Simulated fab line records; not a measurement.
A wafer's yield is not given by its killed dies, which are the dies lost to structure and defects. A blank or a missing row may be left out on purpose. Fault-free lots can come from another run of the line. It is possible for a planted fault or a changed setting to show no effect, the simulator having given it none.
fab line records	flow berkeley_cmos170	part 1 of 2: steps 1 to 30 of 42
record lots=5	wafers=15	last_day=12
route steps=331 shown PVT@124 GATE@125 FIELD@126 PLDD@145 NLDD@158
lots with no fault: from the same line, run without faults
start_h: hours from the record's opening day to when the first of the lot's shown wafers began	wait_h: hours from the lot's prior step to this one	" unchanged from the row above	L1.1+2: one row covering several wafers at once	- either no value or no given start	* or withheld: withheld	< > ~ a bound
route shown NAME@n: NAME is a module with steps in the file, n the number in the route of the first one	usual: mean/standard deviation of fault-free wafers	same: alike in all rows	chamber/n: place in a boat	sites: each site's reading	_std_site: how widely they spread, as a standard deviation	_edge_site: mean of outer sites minus mean of inner sites	radius_mm: how far each site lies from the wafer's centre	mask NAME#n: copy n	behind: the most recent tool/chamber to have shaped the wafer	hold: what put the lot on hold/how long, in hours/how the hold closed	device: names the non-switching transistor (n, p or np)	end of line: the same wafers' tests at the end of the route	for a step that has no rows: nothing shown but its recipe	killed: at the first sort, the dies lost to defects and structure; wafer yield is something else	map: a wafer's dies, x killed, . not, _ none there
set.NAME: the setting as run; set.NAME@STEP: as run at that earlier step	model.NAME: the simulator's own value behind a step, which no gauge read
lots seen at some steps along the route; tables by step, rows by wafer
services: the hour from which a tool's chamber was out of use, counted from the record's first day as start_h (under 0 if before that day), plus the number of hours and why
## steps
# step UCB170_PVT_TW_MEAS_09
# usual PVT_TW=507/3.4
lot.wafer	tool	chamber	start_h	wait_h	PVT_TW
L074.3	film_metro-04	-	99.62	0.1	507
L074.4	"	-	"	"	501
L074.6	"	-	"	"	504
L076.2	film_metro-04	-	107.13	0.1	506
L076.3	"	-	"	"	503
L076.4	"	-	"	"	505
L077.1	film_metro-03	-	112.12	0.1	508
L077.2	"	-	"	"	505
L077.3	"	-	"	"	501
L082.1	film_metro-04	-	141.01	0.1	503
L082.2	"	-	"	"	502
L082.5	"	-	"	"	503
L097.4	film_metro-03	-	219.70	0.1	512
L097.5	"	-	"	"	514
L097.6	"	-	"	"	508
# step UCB170_GATE_WET_ETCH_00
# recipe chemistry=dHF	dilution=25:1	target=SiO2	temp_c=25	time_s=200
# usual temp_c=25.00/0.1
lot.wafer	tool	chamber	start_h	wait_h	temp_c
L074.3	wet_bench-01	3	99.66	0.0	24.97
L074.4	"	3	"	"	24.91
L074.6	"	3	"	"	24.89
L076.2	wet_bench-01	2	107.48	0.3	25.18
L076.3	"	2	"	"	24.98
L076.4	"	2	"	"	25.12
L077.1	wet_bench-02	3	112.18	0.1	24.95
L077.2	"	3	"	"	24.96
L077.3	"	3	"	"	25.02
L082.1	wet_bench-01	0	141.07	0.1	24.98
L082.2	"	0	"	"	24.96
L082.5	"	0	"	"	25.04
L097.4	wet_bench-04	0	219.73	0.0	24.89
L097.5	"	0	"	"	25.03
L097.6	"	0	"	"	24.90
# step UCB170_FIELD_THK_MEAS_91
# recipe reads=SiO2_of_FIELD_OXIDATION_01
# usual FIELD_OXIDE_LEFT_2_THK=344/9.5
lot.wafer	tool	chamber	start_h	wait_h	FIELD_OXIDE_LEFT_2_THK[nm]
L074.3	film_metro-04	-	99.74	0.0	342
L074.4	"	-	"	"	343
L074.6	"	-	"	"	350
L076.2	film_metro-03	-	107.56	0.0	361
L076.3	"	-	"	"	354
L076.4	"	-	"	"	366
L077.1	film_metro-01	-	112.24	0.0	317
L077.2	"	-	"	"	327
L077.3	"	-	"	"	320
L082.1	film_metro-03	-	141.13	0.0	334
L082.2	"	-	"	"	348
L082.5	"	-	"	"	337
L097.4	film_metro-04	-	219.82	0.0	356
L097.5	"	-	"	"	348
L097.6	"	-	"	"	352
# step UCB170_GATE_OXIDATION_01
# recipe temp_c=850	ambient=O2	target_thk_a=66	ox_time_s=1800
# usual ox_temp_c=850.0/0.39	zone_power_source_pct=23.9/1.8
lot.wafer	tool	chamber	start_h	wait_h	ox_temp_c	zone_power_source_pct
L074.3	furnace-04	0	101.26	1.5	850.6	21.5
L074.4	"	0	"	"	849.9	21.9
L074.6	"	0	"	"	850.5	21.7
L076.2	furnace-03	0	111.40	3.8	849.2	25.6
L076.3	"	0	"	"	850.1	25.5
L076.4	"	0	"	"	849.6	25.6
L077.1	furnace-03	0	115.75	3.5	849.6	25.4
L077.2	"	0	"	"	849.4	25.4
L077.3	"	0	"	"	849.6	25.5
L082.1	furnace-03	0	142.44	1.3	850.0	25.5
L082.2	"	0	"	"	850.0	25.4
L082.5	"	0	"	"	850.1	25.8
L097.4	furnace-04	0	222.92	3.1	849.7	21.4
L097.5	"	0	"	"	850.2	21.4
L097.6	"	0	"	"	850.4	21.8
# step UCB170_GATE_THK_MEAS_02
# recipe reads=SiO2_of_GATE_OXIDATION_01
# usual GATE_OXIDE_THK=6.63/0.11
lot.wafer	tool	chamber	start_h	wait_h	GATE_OXIDE_THK[nm]
L074.3	film_metro-02	-	102.84	0.1	6.78
L074.4	"	-	"	"	6.72
L074.6	"	-	"	"	6.80
L076.2	film_metro-01	-	112.91	0.0	6.67
L076.3	"	-	"	"	6.63
L076.4	"	-	"	"	6.63
L077.1	film_metro-04	-	117.25	0.0	6.50
L077.2	"	-	"	"	6.48
L077.3	"	-	"	"	6.54
L082.1	film_metro-01	-	143.94	0.0	6.60
L082.2	"	-	"	"	6.64
L082.5	"	-	"	"	6.65
L097.4	film_metro-04	-	224.45	0.0	6.66
L097.5	"	-	"	"	6.84
L097.6	"	-	"	"	6.74
# step UCB170_GATE_ANNEAL_03
# recipe temp_c=900	time_s=1800	ambient=N2
# usual zone_power_source_pct=26.4/1.7
lot.wafer	tool	chamber	start_h	wait_h	zone_power_source_pct
L074.3	furnace-04	0	104.42	1.6	24.4
L074.4	"	0	"	"	24.1
L074.6	"	0	"	"	24.0
L076.2	furnace-03	0	118.92	6.0	29.4
L076.3	"	0	"	"	29.6
L076.4	"	0	"	"	28.3
L077.1	furnace-03	0	118.92	1.7	28.9
L077.2	"	0	"	"	29.2
L077.3	"	0	"	"	28.6
L082.1	furnace-03	0	145.28	1.3	28.7
L082.2	"	0	"	"	28.7
L082.5	"	0	"	"	29.6
L097.4	furnace-01	0	227.55	3.1	26.5
L097.5	"	0	"	"	25.7
L097.6	"	0	"	"	25.7
# step UCB170_GATE_CVD_04
# recipe material=poly-Si	temp_c=610	precursor=SiH4	time_s=1440	pressure_mtorr=375	target_thk_nm=214	sih4_flow_sccm=120
# usual zone_power_source_pct=11.1/0.78
lot.wafer	tool	chamber	start_h	wait_h	zone_power_source_pct
L074.3	lpcvd-02	1	105.92	0.0	10.5
L074.4	"	1	"	"	10.4
L074.6	"	1	"	"	10.2
L076.2	lpcvd-02	1	120.42	0.0	10.6
L076.3	"	1	"	"	10.4
L076.4	"	1	"	"	10.4
L077.1	lpcvd-02	1	120.42	0.0	10.4
L077.2	"	1	"	"	10.4
L077.3	"	1	"	"	10.3
L082.1	lpcvd-02	0	146.78	0.0	11.6
L082.2	"	0	"	"	11.7
L082.5	"	0	"	"	11.5
L097.4	lpcvd-02	1	229.05	0.0	10.3
L097.5	"	1	"	"	10.1
L097.6	"	1	"	"	10.5
# step UCB170_GATE_THK_MEAS_05
# recipe reads=poly-Si_of_GATE_CVD_04
# usual GATE_POLY_THK=213.1/1.8
lot.wafer	tool	chamber	start_h	wait_h	GATE_POLY_THK[nm]
L074.3	film_metro-01	-	107.40	0.1	218.0
L074.4	"	-	"	"	217.2
L074.6	"	-	"	"	214.5
L076.2	film_metro-01	-	121.83	0.0	210.9
L076.3	"	-	"	"	212.0
L076.4	"	-	"	"	214.0
L077.1	film_metro-02	-	121.84	0.0	213.0
L077.2	"	-	"	"	209.5
L077.3	"	-	"	"	210.7
L082.1	film_metro-01	-	148.18	0.0	213.9
L082.2	"	-	"	"	214.5
L082.5	"	-	"	"	213.7
L097.4	film_metro-01	-	230.49	0.0	214.0
L097.5	"	-	"	"	213.0
L097.6	"	-	"	"	214.4
# step UCB170_GATE_COAT_06
# recipe resist=BARC	temp_c=withheld	time_s=withheld	spin_rpm=3000	resist_thk_nm=withheld
lot.wafer	tool	chamber	start_h	wait_h
L074.3+4+6	litho_track-01	0	107.91	0.5
L076.2+3+4	litho_track-02	0	121.90	0.1
L077.1+2+3	litho_track-04	0	122.17	0.3
L082.1+2+5	litho_track-01	0	148.29	0.1
L097.4+5+6	litho_track-02	0	231.02	0.5
# step UCB170_GATE_COAT_07
# recipe resist=KrF	spin_rpm=1500	resist_thk_nm=900
lot.wafer	tool	chamber	start_h	wait_h
L074.3+4+6	litho_track-01	0	-	-
L076.2+3+4	litho_track-02	0	-	-
L077.1+2+3	litho_track-04	0	-	-
L082.1+2+5	litho_track-01	0	-	-
L097.4+5+6	litho_track-02	0	-	-
# step UCB170_GATE_SOFTBAKE_08
# recipe resist=KrF	temp_c=130	time_s=60
lot.wafer	tool	chamber	start_h	wait_h
L074.3+4+6	litho_track-01	0	-	-
L076.2+3+4	litho_track-02	0	-	-
L077.1+2+3	litho_track-04	0	-	-
L082.1+2+5	litho_track-01	0	-	-
L097.4+5+6	litho_track-02	0	-	-
# step UCB170_GATE_EXPOSE_09
# recipe mask_id=POLY	target_cd_nm=350	na=0.5	sigma_outer=0.6	source_shape=conventional	dose_mj=21
# usual focus_offset_nm=0.1/0.57
# same sigma_outer=0.6
lot.wafer	tool	chamber	start_h	wait_h	mask	focus_offset_nm
L074.3	krf_scanner-01	0	108.66	-	POLY#0	1.7
L074.4	"	0	"	"	POLY#0	0.3
L074.6	"	0	"	"	POLY#0	1.8
L076.2	krf_scanner-01	0	122.35	-	POLY#0	1.8
L076.3	"	0	"	"	POLY#0	1.0
L076.4	"	0	"	"	POLY#0	0.0
L077.1	krf_scanner-02	0	122.75	-	POLY#0	-0.5
L077.2	"	0	"	"	POLY#0	-0.3
L077.3	"	0	"	"	POLY#0	0.3
L082.1	krf_scanner-01	0	148.95	-	POLY#0	0.9
L082.2	"	0	"	"	POLY#0	0.4
L082.5	"	0	"	"	POLY#0	0.9
L097.4	krf_scanner-01	0	231.52	-	POLY#0	0.3
L097.5	"	0	"	"	POLY#0	-0.2
L097.6	"	0	"	"	POLY#0	-1.4
# step UCB170_GATE_PEB_10
# recipe peb_temp_c=130	peb_time_s=withheld	resist=KrF
lot.wafer	tool	chamber	start_h	wait_h
L074.3+4+6	litho_track-04	0	109.04	0.4
L076.2+3+4	litho_track-02	0	122.47	0.1
L077.1+2+3	litho_track-02	0	122.86	0.1
L082.1+2+5	litho_track-02	0	149.10	0.1
L097.4+5+6	litho_track-02	0	232.20	0.7
# step UCB170_GATE_DEVELOP_11
# recipe developer=TMAH	develop_time_s=45	resist=KrF	dev_temp_c=19.87
lot.wafer	tool	chamber	start_h	wait_h
L074.3+4+6	litho_track-04	0	-	-
L076.2+3+4	litho_track-02	0	-	-
L077.1+2+3	litho_track-02	0	-	-
L082.1+2+5	litho_track-02	0	-	-
L097.4+5+6	litho_track-02	0	-	-
# step UCB170_GATE_CD_MEAS_12
# recipe target_cd_nm=350
# usual cd_nm=349.7/1.5
lot.wafer	tool	chamber	start_h	wait_h	cd_nm
L074.3	cd_sem-01	-	109.33	-	350.1
L074.4	"	-	"	"	349.8
L074.6	"	-	"	"	350.5
L076.2	cd_sem-01	-	122.74	-	350.3
L076.3	"	-	"	"	349.3
L076.4	"	-	"	"	350.8
L077.1	cd_sem-01	-	123.14	-	348.2
L077.2	"	-	"	"	348.4
L077.3	"	-	"	"	347.4
L082.1	cd_sem-01	-	149.38	-	349.9
L082.2	"	-	"	"	349.3
L082.5	"	-	"	"	348.5
L097.4	cd_sem-02	-	232.46	-	348.6
L097.5	"	-	"	"	349.6
L097.6	"	-	"	"	347.4
# step UCB170_GATE_OVL_MEAS_13
# usual GATE_OVL=-5/5.3
lot.wafer	tool	chamber	start_h	wait_h	GATE_OVL[nm]
L074.3	overlay-01	-	109.42	0.1	-3
L074.4	"	-	"	"	-3
L074.6	"	-	"	"	-6
L076.2	overlay-02	-	122.85	0.1	-5
L076.3	"	-	"	"	0
L076.4	"	-	"	"	-2
L077.1	overlay-01	-	123.26	0.1	-4
L077.2	"	-	"	"	2
L077.3	"	-	"	"	0
L082.1	overlay-02	-	149.50	0.1	-6
L082.2	"	-	"	"	-3
L082.5	"	-	"	"	1
L097.4	overlay-01	-	232.53	0.1	-10
L097.5	"	-	"	"	2
L097.6	"	-	"	"	-14
# step UCB170_GATE_ETCH_14
# recipe chemistry=N2/H2	target_depth_a=withheld	overetch_a=withheld	target=BARC	time_s=withheld	source_w=500	bias_w=100	pressure_mtorr=30	n2_flow_sccm=100	h2_flow_sccm=200
# usual drypump_motor_current_A=5.6/0.58	h2_flow_sccm=200.1/0.65	oes_product_au=0.991/0.026	throttle_valve_pct=13.33/0.15
lot.wafer	tool	chamber	start_h	wait_h	drypump_motor_current_A	h2_flow_sccm	oes_product_au	throttle_valve_pct
L074.3	rie_diel-02	2	109.45	0.0	4.9	200.3	1.005	13.11
L074.4	"	3	"	"	6.0	200.3	0.951	13.48
L074.6	"	3	"	"	6.0	200.8	0.955	13.48
L076.2	rie_diel-02	0	122.88	0.0	4.8	200.2	0.954	13.48
L076.3	"	2	"	"	4.9	199.8	0.991	13.09
L076.4	"	0	"	"	4.8	199.6	0.956	13.48
L077.1	rie_diel-03	2	123.29	0.0	6.2	200.4	1.010	13.09
L077.2	"	3	"	"	4.9	200.2	1.022	13.46
L077.3	"	1	"	"	6.0	199.7	0.989	13.31
L082.1	rie_diel-04	2	149.53	0.0	5.8	200.1	0.987	13.49
L082.2	"	0	"	"	6.8	199.8	0.975	13.23
L082.5	"	1	"	"	5.4	198.4	1.000	13.23
L097.4	rie_diel-02	2	232.55	0.0	4.9	200.2	1.001	13.10
L097.5	"	1	"	"	5.8	199.7	1.045	13.22
L097.6	"	2	"	"	4.9	200.9	1.001	13.10
# step UCB170_GATE_ETCH_15
# recipe chemistry=HBr/Cl2	target=poly-Si	stop_on=SiO2	over_etch_frac=0.3	icp_w=300	bias_w=150	time_s=56.3	pressure_mtorr=15	HBr_flow_sccm=150	Cl2_flow_sccm=50	target_depth_a=2782
# usual drypump_motor_current_A=5.7/0.47	oes_product_au=0.825/0.0083	throttle_valve_pct=26.5/0.31
lot.wafer	tool	chamber	start_h	wait_h	drypump_motor_current_A	oes_product_au	rf_hours_counter_h	throttle_valve_pct
L074.3	rie_si-01	0	109.49	-	5.2	0.841	103	26.6
L074.4	"	3	"	"	5.9	0.830	13	26.5
L074.6	"	3	"	"	5.8	0.827	-	26.5
L076.2	rie_si-02	1	122.92	-	5.4	0.827	102	26.1
L076.3	"	2	"	"	6.7	0.813	24	26.8
L076.4	"	3	"	"	6.0	0.815	72	26.1
L077.1	rie_si-01	0	123.34	-	5.2	0.823	103	26.6
L077.2	"	1	"	"	6.1	0.823	3	27.0
L077.3	"	3	"	"	5.9	0.810	13	26.5
L082.1	rie_si-01	0	149.57	-	5.2	0.821	103	26.5
L082.2	"	3	"	"	5.9	0.821	13	26.5
L082.5	"	3	"	"	5.8	0.823	-	26.5
L097.4	rie_si-01	2	232.59	-	5.2	0.832	2	26.3
L097.5	"	0	"	"	5.2	0.830	-	26.6
L097.6	"	3	"	"	5.9	0.827	-	26.5
# step UCB170_GATE_STRIP_16
# recipe chemistry=O2	power_w=400	pressure_mtorr=3500	platen_temp_c=withheld	o2_flow_sccm=400	overash_fraction=0.5
# usual drypump_motor_current_A=5.9/0.33	oes_product_au=0.724/0.0042
lot.wafer	tool	chamber	start_h	wait_h	drypump_motor_current_A	oes_product_au	rf_hours_counter_h
L074.3	plasma_asher-02	0	109.57	0.1	5.5	0.722	-
L074.4	"	1	"	"	5.9	0.723	-
L074.6	"	0	"	"	5.6	0.726	-
L076.2	plasma_asher-02	1	122.97	0.0	5.9	0.720	36
L076.3	"	0	"	"	5.6	0.726	-
L076.4	"	1	"	"	5.9	0.725	-
L077.1	plasma_asher-01	0	123.38	0.0	6.5	0.730	0
L077.2	"	1	"	"	5.7	0.717	0
L077.3	"	1	"	"	5.6	0.730	-
L082.1	plasma_asher-03	1	149.62	0.0	5.7	0.718	46
L082.2	"	0	"	"	6.1	0.724	46
L082.5	"	0	"	"	6.1	0.728	-
L097.4	plasma_asher-01	0	232.67	0.1	6.5	0.726	-
L097.5	"	1	"	"	5.6	0.728	-
L097.6	"	0	"	"	6.5	0.724	-
# step UCB170_GATE_CD_MEAS_90
# recipe target_cd_nm=350
# usual cd_nm=349.8/1.6
lot.wafer	tool	chamber	start_h	wait_h	cd_nm
L074.3	cd_sem-02	-	109.68	0.1	350.4
L074.4	"	-	"	"	351.0
L074.6	"	-	"	"	351.1
L076.2	cd_sem-02	-	123.09	0.1	351.4
L076.3	"	-	"	"	349.2
L076.4	"	-	"	"	351.8
L077.1	cd_sem-02	-	123.48	0.1	348.8
L077.2	"	-	"	"	347.1
L077.3	"	-	"	"	348.1
L082.1	cd_sem-01	-	149.72	0.1	350.3
L082.2	"	-	"	"	349.0
L082.5	"	-	"	"	348.9
L097.4	cd_sem-01	-	233.03	0.3	348.7
L097.5	"	-	"	"	348.9
L097.6	"	-	"	"	347.9
# step UCB170_GATE_CLEAN_17
# recipe chemistry=SPM	temp_c=120	time_s=600
# usual temp_c=119.97/0.13
lot.wafer	tool	chamber	start_h	wait_h	temp_c
L074.3	wet_bench-04	3	109.82	0.1	120.00
L074.4	"	3	"	"	119.91
L074.6	"	3	"	"	120.01
L076.2	wet_bench-04	3	123.19	0.1	119.98
L076.3	"	3	"	"	120.07
L076.4	"	3	"	"	119.89
L077.1	wet_bench-02	3	123.60	0.1	119.91
L077.2	"	3	"	"	119.88
L077.3	"	3	"	"	119.73
L082.1	wet_bench-04	3	149.84	0.1	119.83
L082.2	"	3	"	"	119.87
L082.5	"	3	"	"	119.82
L097.4	wet_bench-02	0	233.56	0.5	120.17
L097.5	"	0	"	"	120.07
L097.6	"	0	"	"	120.25
# step UCB170_PLDD_HMDS_00
# recipe prime_time_s=60	prime_temp_c=100
lot.wafer	tool	chamber	start_h	wait_h
L074.3+4+6	litho_track-03	0	111.00	1.0
L076.2+3+4	litho_track-02	0	123.39	0.0
L077.1+2+3	litho_track-03	0	124.25	0.5
L082.1+2+5	litho_track-02	0	150.28	0.3
L097.4+5+6	litho_track-01	0	233.83	0.1
# step UCB170_PLDD_COAT_01
# recipe resist=KrF	spin_rpm=1500	resist_thk_nm=900
lot.wafer	tool	chamber	start_h	wait_h
L074.3+4+6	litho_track-03	0	111.15	0.1
L076.2+3+4	litho_track-02	0	123.54	0.1
L077.1+2+3	litho_track-03	0	124.40	0.1
L082.1+2+5	litho_track-02	0	150.43	0.1
L097.4+5+6	litho_track-01	0	233.98	0.1
# step UCB170_PLDD_SOFTBAKE_02
# recipe resist=KrF	temp_c=130	time_s=60
lot.wafer	tool	chamber	start_h	wait_h
L074.3+4+6	litho_track-03	0	111.30	0.1
L076.2+3+4	litho_track-02	0	123.69	0.1
L077.1+2+3	litho_track-03	0	124.55	0.1
L082.1+2+5	litho_track-02	0	150.58	0.1
L097.4+5+6	litho_track-01	0	234.13	0.1
# step UCB170_PLDD_EXPOSE_03
# recipe mask_id=PSELECT	na=0.5	sigma_outer=0.6	source_shape=conventional	target_cd_nm=1200	dose_mj=29.47
# usual focus_offset_nm=0.1/0.6
# same sigma_outer=0.6
lot.wafer	tool	chamber	start_h	wait_h	mask	focus_offset_nm
L074.3	krf_scanner-01	0	111.44	0.1	PSELECT#0	0.8
L074.4	"	0	"	"	PSELECT#0	1.0
L074.6	"	0	"	"	PSELECT#0	0.1
L076.2	krf_scanner-01	0	123.83	0.1	PSELECT#0	0.6
L076.3	"	0	"	"	PSELECT#0	1.2
L076.4	"	0	"	"	PSELECT#0	0.7
L077.1	krf_scanner-02	0	124.85	0.3	PSELECT#0	0.7
L077.2	"	0	"	"	PSELECT#0	-0.3
L077.3	"	0	"	"	PSELECT#0	0.7
L082.1	krf_scanner-01	0	150.85	0.2	PSELECT#0	-0.7
L082.2	"	0	"	"	PSELECT#0	-0.5
L082.5	"	0	"	"	PSELECT#0	-0.4
L097.4	krf_scanner-02	0	234.61	0.5	PSELECT#0	0.6
L097.5	"	0	"	"	PSELECT#0	-0.3
L097.6	"	0	"	"	PSELECT#0	0.1
# step UCB170_PLDD_PEB_04
# recipe peb_temp_c=130	peb_time_s=withheld	resist=KrF
lot.wafer	tool	chamber	start_h	wait_h
L074.3+4+6	litho_track-03	0	112.17	0.7
L076.2+3+4	litho_track-02	0	124.29	0.4
L077.1+2+3	litho_track-03	0	125.43	0.6
L082.1+2+5	litho_track-02	0	151.45	0.6
L097.4+5+6	litho_track-01	0	235.00	0.4
# step UCB170_PLDD_DEVELOP_05
# recipe developer=TMAH	develop_time_s=45	resist=KrF	dev_temp_c=21
lot.wafer	tool	chamber	start_h	wait_h
L074.3+4+6	litho_track-03	0	-	-
L076.2+3+4	litho_track-02	0	-	-
L077.1+2+3	litho_track-03	0	-	-
L082.1+2+5	litho_track-02	0	-	-
L097.4+5+6	litho_track-01	0	-	-
# step UCB170_PLDD_CD_MEAS_06
# recipe target_cd_nm=1200
# usual cd_nm=1199.2/1.3
lot.wafer	tool	chamber	start_h	wait_h	cd_nm
L074.3	cd_sem-01	-	112.50	-	1196.2
L074.4	"	-	"	"	1196.4
L074.6	"	-	"	"	1196.3
L076.2	cd_sem-02	-	124.56	-	1198.1
L076.3	"	-	"	"	1199.3
L076.4	"	-	"	"	1197.7
L077.1	cd_sem-01	-	125.70	-	1198.5
L077.2	"	-	"	"	1199.6
L077.3	"	-	"	"	1198.4
L082.1	cd_sem-01	-	151.81	-	1200.1
L082.2	"	-	"	"	1198.0
L082.5	"	-	"	"	1199.4
L097.4	cd_sem-01	-	235.26	-	1199.8
L097.5	"	-	"	"	1196.5
L097.6	"	-	"	"	1199.6
# step UCB170_PLDD_OVL_MEAS_07
# usual PLDD_OVL=-3/6.7
lot.wafer	tool	chamber	start_h	wait_h	PLDD_OVL[nm]
L074.3	overlay-01	-	112.59	0.1	13
L074.4	"	-	"	"	3
L074.6	"	-	"	"	3
L076.2	overlay-01	-	124.66	0.1	9
L076.3	"	-	"	"	-6
L076.4	"	-	"	"	-1
L077.1	overlay-01	-	125.82	0.1	-7
L077.2	"	-	"	"	10
L077.3	"	-	"	"	-2
L082.1	overlay-02	-	151.93	0.1	-10
L082.2	"	-	"	"	-9
L082.5	"	-	"	"	-8
L097.4	overlay-01	-	235.34	0.1	5
L097.5	"	-	"	"	3
L097.6	"	-	"	"	-8
# step UCB170_PLDD_IMPLANT_08
# recipe species=BF2	dose_cm2=5e+13	energy_kev=10	tilt_deg=7	rotation_deg=0
lot.wafer	tool	chamber	start_h	wait_h
L074.3+4+6	implanter-04	0	112.75	0.2
L076.2+3+4	implanter-01	0	124.72	0.0
L077.1+2+3	implanter-04	0	125.86	0.0
L082.1+2+5	implanter-04	0	151.97	0.0
L097.4+5+6	implanter-03	0	235.43	0.1
